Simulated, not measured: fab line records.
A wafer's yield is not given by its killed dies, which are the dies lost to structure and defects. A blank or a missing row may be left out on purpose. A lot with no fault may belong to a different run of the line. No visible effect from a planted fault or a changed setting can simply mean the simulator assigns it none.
Split-lot experiment    flow berkeley_cmos170    on a route of 331 steps: 5 lots, 27 wafers read

## THE SPLIT
At UCB170_ACTIVE_DEVELOP_12 (develop time 45 s), the setting develop_time_s was moved away from the recipe's 45 s on 6 of the 27 wafers read, by +39.7% to +52.2%. The other wafers ran this setting at the recipe's value.

## FROM THE SPLIT TO THE READING: what the file shows between them, 3 steps
- UCB170_ACTIVE_CD_MEAS_13: target cd 1200 nm
- UCB170_ACTIVE_ETCH_15: etches Si3N4 in CH3F/Ar/O2, stops on SiO2, target depth 242 nm, time 151 s
- UCB170_ACTIVE_STRIP_16: strips in O2

## THE READING
Shown in nm: cd_nm at UCB170_ACTIVE_CD_MEAS_90, with target cd 1200 nm. A value of 1199.7 nm with a standard deviation of 1.2 nm is what fault-free wafers of this fab line usually give.

wafer   tool, chamber at the split  develop_time_s as run, s  against the recipe  cd_nm, nm  against lot-mates on the recipe
L076.1  litho_track-02, 0           45                        recipe              1200.9     -
L076.2  litho_track-02, 0           45                        recipe              1199.9     -
L076.3  litho_track-02, 0           45                        recipe              1199.8     -
L076.4  litho_track-02, 0           62.87                     +39.7%              1196.5     -3.7
L076.5  litho_track-02, 0           62.87                     +39.7%              1197.2     -3.0
L076.6  litho_track-02, 0           62.87                     +39.7%              1198.0     -2.2
L077.1  litho_track-04, 0           45                        recipe              1200.5     -
L077.2  litho_track-04, 0           45                        recipe              1200.0     -
L077.3  litho_track-04, 0           45                        recipe              1198.4     -
L077.4  litho_track-04, 0           45                        recipe              1200.3     -
L077.5  litho_track-04, 0           45                        recipe              1199.1     -
L077.6  litho_track-04, 0           45                        recipe              1199.3     -
L078.1  litho_track-02, 0           68.48                     +52.2%              1196.2     -3.1
L078.2  litho_track-02, 0           68.48                     +52.2%              1197.5     -1.8
L078.3  litho_track-02, 0           68.48                     +52.2%              1195.5     -3.8
L078.4  litho_track-02, 0           45                        recipe              1199.2     -
L078.5  litho_track-02, 0           45                        recipe              1199.6     -
L078.6  litho_track-02, 0           45                        recipe              1199.2     -
L084.1  litho_track-01, 0           45                        recipe              1200.6     -
L084.2  litho_track-01, 0           45                        recipe              1200.9     -
L084.3  litho_track-01, 0           45                        recipe              1201.0     -
L084.4  litho_track-01, 0           45                        recipe              1200.9     -
L084.5  litho_track-01, 0           45                        recipe              1201.9     -
L084.6  litho_track-01, 0           45                        recipe              1200.2     -
L083.2  litho_track-04, 0           45                        recipe              1198.7     -
L083.3  litho_track-04, 0           45                        recipe              1199.3     -
L083.6  litho_track-04, 0           45                        recipe              1199.3     -

FIT RESULTS
A straight line over all 27 wafers: cd_nm changes by -0.0682 nm for each +1% of develop_time_s; r = -0.84; the points scatter about the line by 0.87 nm.
The same after taking each lot's own level away (the mean of its wafers on the recipe; 27 wafers): -0.0627 nm for each +1%; r = -0.89; scatter 0.64 nm.
The reading moves by 3.3 nm for the largest change in develop_time_s, on that fit.
Measured against the standard deviation above, the lots' own levels, which go from 1199.10 to 1200.92 nm, span 1.5 times it.
Consequently the slope shifts little with the lot-to-lot level, the two slopes agreeing.
Check: for one of the wafers moved furthest among these (+52.2%), held out of the fit, the line's prediction against its lot-mates is -3.33 nm. Against them it came out at -3.13 nm.

## THE WHOLE CHAIN: every reading that the file lists as answering this split, in the file's order
step                      what it does       reading  change (the file's fit)                 r (the file's)
UCB170_ACTIVE_CD_MEAS_13  target cd 1200 nm  cd_nm    -0.0715 nm for each +1% of the setting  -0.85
UCB170_ACTIVE_CD_MEAS_90  target cd 1200 nm  cd_nm    -0.0629 nm for each +1% of the setting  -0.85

## THE FILE'S OWN FIT
cd_nm changes by -0.0629 nm for each +1% of develop_time_s, r = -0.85.
